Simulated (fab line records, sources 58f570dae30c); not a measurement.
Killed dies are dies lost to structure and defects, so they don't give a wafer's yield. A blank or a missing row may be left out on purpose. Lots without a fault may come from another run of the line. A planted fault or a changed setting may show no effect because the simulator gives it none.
fab line records | flow berkeley_cmos170
record lots=6 wafers=18 last_day=13
route steps=331 shown NLDD@166 SPACER@171 PSD@175
lots that met no fault: from a run of the same line without faults
start_h: hours from the record's first day to the start of the lot's first wafer shown | wait_h: hours since the lot's step before | " the same as in the row above | L1.1+2: a row that stands for several wafers | - no value, or no start given | * or withheld: withheld | < > ~ a bound
route shown NAME@n: a module of which the file shows steps, and the number in the route of the first | usual: mean/standard deviation of fault-free wafers | same: alike in all rows | chamber/n: place in a boat | sites: the reading at each site | _std_site: their standard deviation | _edge_site: outer sites' mean less inner sites' | radius_mm: how far each site lies from the wafer's centre | mask NAME#n: copy n | behind: the tool/chamber that last shaped the wafer | hold: why the lot was held/for how many hours/how that ended | device: the transistor (n, p or np) that didn't switch | end of line: the same wafers' tests at the end of the route | a step without rows: its recipe alone | killed: dies lost to structure and defects at the first sort, not the wafer's yield | map: a wafer's dies, x killed, . not, _ none there
set.NAME: the setting as run; set.NAME@STEP: as run at that earlier step | model.NAME: the simulator's own value behind a step, which no gauge read
lots at some steps of the route; a table a step, a row a wafer
services: from which hour (start_h, from the record's first day; less than 0 if before it) a tool's chamber was out of use, for how many hours, and why
## steps
# step UCB170_NLDD_IMPLANT_08
# recipe species=As dose_cm2=5e+13 energy_kev=30 tilt_deg=7 rotation_deg=0
# step UCB170_NLDD_IMPLANT_09
# recipe species=As dose_cm2=5e+13 energy_kev=30 tilt_deg=7 rotation_deg=180
# step UCB170_NLDD_STRIP_10
# recipe chemistry=O2 power_w=400 pressure_mtorr=3500 platen_temp_c=withheld o2_flow_sccm=400 overash_fraction=0.5
# usual drypump_motor_current_A=6.00/0.26 oes_product_au=0.735/0.0039 strip_time_to_endpoint_s=21.60/0.059
# columns lot.wafer tool chamber start_h wait_h drypump_motor_current_A oes_product_au rf_hours_counter_h strip_time_to_endpoint_s
L965.1 plasma_asher-01 1 174.63 0.1 5.75 0.728 34 21.57
L965.3 " 0 " " 6.34 0.731 - 21.62
L965.6 " 1 " " 5.75 0.736 - 21.58
L971.2 plasma_asher-01 1 198.33 0.1 5.74 0.730 37 21.67
L971.3 " 0 " " 6.31 0.735 - 21.64
L971.6 " 1 " " 5.76 0.738 - 21.65
L973.1 plasma_asher-04 1 207.82 0.1 6.04 0.735 46 21.65
L973.3 " 0 " " 6.19 0.735 - 21.58
L973.5 " 1 " " 6.07 0.728 - 21.50
L979.1 plasma_asher-03 1 242.71 0.1 5.58 0.734 54 21.60
L979.2 " 0 " " 6.15 0.736 54 21.54
L979.3 " 0 " " 6.18 0.732 - 21.57
L981.1 plasma_asher-01 0 243.34 0.1 6.27 0.735 42 21.57
L981.3 " 0 " " 6.29 0.738 - 21.61
L981.6 " 0 " " 6.30 0.739 - 21.59
L984.2 plasma_asher-04 0 260.68 0.1 6.17 0.740 52 21.64
L984.3 " 1 " " 6.07 0.734 - 21.70
L984.5 " 0 " " 6.15 0.736 - 21.66
# step UCB170_NLDD_TW_MEAS_11
# usual NLDD_TW=2222/15
# columns lot.wafer tool chamber start_h wait_h NLDD_TW
L965.1 film_metro-02 - 174.73 0.1 2234
L965.3 " - " " 2235
L965.6 " - " " 2222
L971.2 film_metro-02 - 198.44 0.1 2227
L971.3 " - " " 2229
L971.6 " - " " 2230
L973.1 film_metro-01 - 207.92 0.1 2242
L973.3 " - " " 2222
L973.5 " - " " 2239
L979.1 film_metro-01 - 242.81 0.1 2235
L979.2 " - " " 2236
L979.3 " - " " 2235
L981.1 film_metro-04 - 243.44 0.1 2202
L981.3 " - " " 2204
L981.6 " - " " 2205
L984.2 film_metro-04 - 260.79 0.1 2195
L984.3 " - " " 2198
L984.5 " - " " 2201
# step UCB170_NLDD_CLEAN_12
# recipe chemistry=SPM temp_c=120 time_s=600
# step UCB170_SPACER_CVD_00
# recipe material=SiO2 target_thk_nm=376 temp_c=390 precursor=TEOS/O2 time_s=45.89 rf_w=550 pressure_mtorr=9000
# usual heater_power_w=270/46
# columns lot.wafer tool chamber start_h wait_h heater_power_w
L965.1 pecvd-03 2 174.98 0.0 246
L965.3 " 0 " " 215
L965.6 " 0 " " 215
L971.2 pecvd-04 0 198.94 0.0 313
L971.3 " 1 " " 217
L971.6 " 0 " " 318
L973.1 pecvd-03 0 208.17 0.0 199
L973.3 " 2 " " 267
L973.5 " 1 " " 200
L979.1 pecvd-04 2 243.04 0.0 312
L979.2 " 1 " " 233
L979.3 " 0 " " 259
L981.1 pecvd-04 1 243.68 0.0 270
L981.3 " 0 " " 279
L981.6 " 2 " " 296
L984.2 pecvd-02 1 261.01 0.0 258
L984.3 " 2 " " 363
L984.5 " 0 " " 317
# step UCB170_SPACER_THK_MEAS_01
# recipe reads=SiO2_of_SPACER_CVD_00
# usual SPACER_TEOS_THK=366/4.6
# columns lot.wafer tool chamber start_h wait_h SPACER_TEOS_THK[nm]
L965.1 film_metro-02 - 175.02 0.0 368
L965.3 " - " " 367
L965.6 " - " " 369
L971.2 film_metro-03 - 198.99 0.0 361
L971.3 " - " " 364
L971.6 " - " " 366
L973.1 film_metro-03 - 208.21 0.0 369
L973.3 " - " " 375
L973.5 " - " " 370
L979.1 film_metro-01 - 243.08 0.0 362
L979.2 " - " " 368
L979.3 " - " " 365
L981.1 film_metro-02 - 243.72 0.0 364
L981.3 " - " " 361
L981.6 " - " " 366
L984.2 film_metro-01 - 261.07 0.0 363
L984.3 " - " " 364
L984.5 " - " " 371
# step UCB170_SPACER_ANNEAL_02
# recipe temp_c=900 time_s=1800 ambient=N2
# step UCB170_SPACER_ETCHBACK_03
# recipe stop_on=Si target=SiO2 chemistry=CHF3/CF4/Ar CHF3_flow_sccm=50 cf4_flow_sccm=10 Ar_flow_sccm=120 pressure_mtorr=200 rf_w=500 target_depth_a=3760 time_s=100
# usual drypump_motor_current_A=5.9/0.51 oes_product_au=0.873/0.019 throttle_valve_pct=6.48/0.11
# columns lot.wafer tool chamber start_h wait_h drypump_motor_current_A oes_product_au rf_hours_counter_h throttle_valve_pct
L965.1 rie_diel-02 2 182.00 0.0 5.7 0.899 40 6.40
L965.3 " 1 " " 6.6 0.863 1 6.35
L965.6 " 3 " " 6.3 0.867 - 6.67
L971.2 rie_diel-03 0 204.03 0.0 5.5 0.883 27 6.49
L971.3 " 1 " " 5.2 0.895 135 6.50
L971.6 " 1 " " 5.2 0.895 - 6.48
L973.1 rie_diel-02 2 213.08 0.0 5.7 0.907 41 6.41
L973.3 " 0 " " 5.4 0.879 133 6.46
L973.5 " 2 " " 5.7 0.907 - 6.40
L979.1 rie_diel-04 2 248.38 0.0 5.6 0.856 44 6.31
L979.2 " 1 " " 6.7 0.862 43 6.68
L979.3 " 0 " " 5.4 0.888 110 6.59
L981.1 rie_diel-02 3 248.38 0.0 6.4 0.873 15 6.65
L981.3 " 0 " " 5.4 0.851 134 6.44
L981.6 " 2 " " 5.7 0.894 - 6.41
L984.2 rie_diel-03 3 265.99 0.0 5.9 0.852 85 6.38
L984.3 " 0 " " 5.5 0.887 30 6.48
L984.5 " 2 " " 6.4 0.863 - 6.52
# step UCB170_PSD_HMDS_00
# recipe prime_time_s=60 prime_temp_c=100
# step UCB170_PSD_COAT_01
# recipe resist=KrF spin_rpm=1500 resist_thk_nm=900
# step UCB170_PSD_SOFTBAKE_02
# recipe resist=KrF temp_c=130 time_s=60
# step UCB170_PSD_EXPOSE_03
# recipe mask_id=PSELECT_MOD na=0.5 sigma_outer=0.6 source_shape=conventional target_cd_nm=1200 dose_mj=30
# usual exposure_dose_mJ_cm2=30.00/0.033 focus_offset_nm=0.1/0.49 stage_vel_mm_s=499.98/0.27
# columns lot.wafer tool chamber start_h wait_h mask exposure_dose_mJ_cm2 focus_offset_nm stage_vel_mm_s
L965.1 krf_scanner-01 0 182.88 0.4 PSELECT_MOD#0 30.07 0.4 499.98
L965.3 " 0 " " PSELECT_MOD#0 30.01 0.7 500.11
L965.6 " 0 " " PSELECT_MOD#0 30.00 -0.1 499.84
L971.2 krf_scanner-01 - 204.87 0.2 PSELECT_MOD#0 - - -
L971.3 " - " " PSELECT_MOD#0 - - -
L971.6 " - " " PSELECT_MOD#0 - - -
L973.1 krf_scanner-02 - 214.11 0.2 PSELECT_MOD#0 - - -
L973.3 " - " " PSELECT_MOD#0 - - -
L973.5 " - " " PSELECT_MOD#0 - - -
L979.1 krf_scanner-02 0 248.93 0.1 PSELECT_MOD#0 30.05 0.9 499.66
L979.2 " 0 " " PSELECT_MOD#0 30.04 0.7 499.58
L979.3 " 0 " " PSELECT_MOD#0 30.01 0.6 500.11
L981.1 krf_scanner-01 0 249.29 0.2 PSELECT_MOD#0 29.99 0.3 499.63
L981.3 " 0 " " PSELECT_MOD#0 29.95 -0.4 499.35
L981.6 " 0 " " PSELECT_MOD#0 30.00 -0.4 499.66
L984.2 krf_scanner-02 0 267.17 0.2 PSELECT_MOD#0 30.03 0.7 500.31
L984.3 " 0 " " PSELECT_MOD#0 29.98 0.3 500.02
L984.5 " 0 " " PSELECT_MOD#0 30.03 0.6 500.11
# step UCB170_PSD_PEB_04
# recipe peb_temp_c=130 peb_time_s=withheld resist=KrF
## services
# columns tool chamber start_h hours kind
rie_diel-02 2 153.76 2.3 repair
krf_scanner-02 - 170.67 1.3 pm
rie_diel-02 - 194.46 0.4 repair
krf_scanner-02 0 200.48 - calibration
krf_scanner-02 - 204.70 4.4 pm
krf_scanner-02 - 212.10 0.9 repair
krf_scanner-02 - 219.28 0.8 pm
krf_scanner-02 - 220.03 4.0 pm
krf_scanner-02 - 225.03 2.6 repair
pecvd-03 - 226.67 0.7 repair
pecvd-03 0 237.25 4.2 repair
pecvd-02 - 240.14 0.7 repair
pecvd-03 - 242.50 14.0 pm
pecvd-03 0 242.50 14.0 vent_cycle
pecvd-03 1 242.50 14.0 vent_cycle
pecvd-03 2 242.50 14.0 vent_cycle
plasma_asher-04 - 244.26 7.3 repair
krf_scanner-02 - 247.25 1.2 repair
rie_diel-02 0 252.33 - clean
rie_diel-02 0 252.33 33.0 scheduled_down
rie_diel-02 0 252.33 33.0 vent_cycle
rie_diel-03 1 255.10 - clean
rie_diel-03 1 255.10 18.6 scheduled_down
krf_scanner-01 - 261.81 1.0 pm
## key
first_sign step=UCB170_PSD_EXPOSE_03 reading=tool_record direction=missing
effect none on later readings
met_at UCB170_PSD_EXPOSE_03
struck_wafers L971.2,L971.3,L971.6,L973.1,L973.3,L973.5
sort_left_out L971.2,L971.3,L971.6,L973.1,L973.3,L973.5
tester_left_out L971,L973
onset_between 182.88 204.87
fault kind=skipped_step_whole tool=krf_scanner-01,krf_scanner-02 chamber=- onset_h=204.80 steps=UCB170_PSD_EXPOSE_03 scope=struck_lots_only
# tester_left_out: of these lots the tester's yield and bins aren't shown, on N5 and GAA mostly nor the transistor test; their killed dies are dies lost to structure and defects alone, not to doping, threshold or leakage, so they don't give the yield
# sort_left_out: the simulated sort isn't trusted on such a fault, so these wafers' sort isn't shown, and their yield isn't known
